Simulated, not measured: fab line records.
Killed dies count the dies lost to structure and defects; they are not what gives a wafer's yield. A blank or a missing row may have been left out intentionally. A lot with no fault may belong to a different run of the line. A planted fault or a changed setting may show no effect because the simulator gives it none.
Which tool was responsible? -- flow berkeleyCmos170 -- 7 lots (21 wafers sampled), 1 step of a 331-step route

== WHAT THE GAUGES SHOWED, per wafer ==
UCB170_SDANNEAL_RS_MEAS_04: the measuring method here is four-point-probe.
lot,measured,on,PLDD_RS (ohm/sq)
L374,day 8 13:32,filmMetro-02,1028.5 1028.5 1028.9
L376,day 9 06:14,filmMetro-03,1031.8 1032.0 1027.7
L379,day 9 06:37,filmMetro-02,1032.6 1031.0 1033.4
L383,day 10 09:37,filmMetro-01,1034.7 1033.6 1036.0
L385,day 10 23:40,filmMetro-03,1033.7 1030.9 1028.5
L390,day 11 19:14,filmMetro-02,1028.4 1031.3 1030.2
L393,day 12 11:05,filmMetro-02,1027.9 1033.4 1032.3

== WHAT TOOL EACH LOT RAN ON (gives the tool, then ch and the chambers of the sampled wafers, and finally the start) ==
Before these readings, the record contains no process step.

== THE ANSWER, worked out from the rows above alone ==
Rule: the usual values come from the lots themselves. The widest of any qualifying gaps counts: lots, ordered by their means at a reading, are off when they make up no more than a third of the lots, leave a main group of 4 or more, and stand apart from it by 3 or more times the standard deviation of that group's means. Not used: any main group whose means are identical at the precision the tables above print for the reading. A lot without any number at a reading at which 4 lots or more have one is off too. The other lots that the step has rows for count as sound.
No lot is off at any reading shown: from this, nothing can be told.

== WHAT THE SIMULATOR HAD PUT IN ==
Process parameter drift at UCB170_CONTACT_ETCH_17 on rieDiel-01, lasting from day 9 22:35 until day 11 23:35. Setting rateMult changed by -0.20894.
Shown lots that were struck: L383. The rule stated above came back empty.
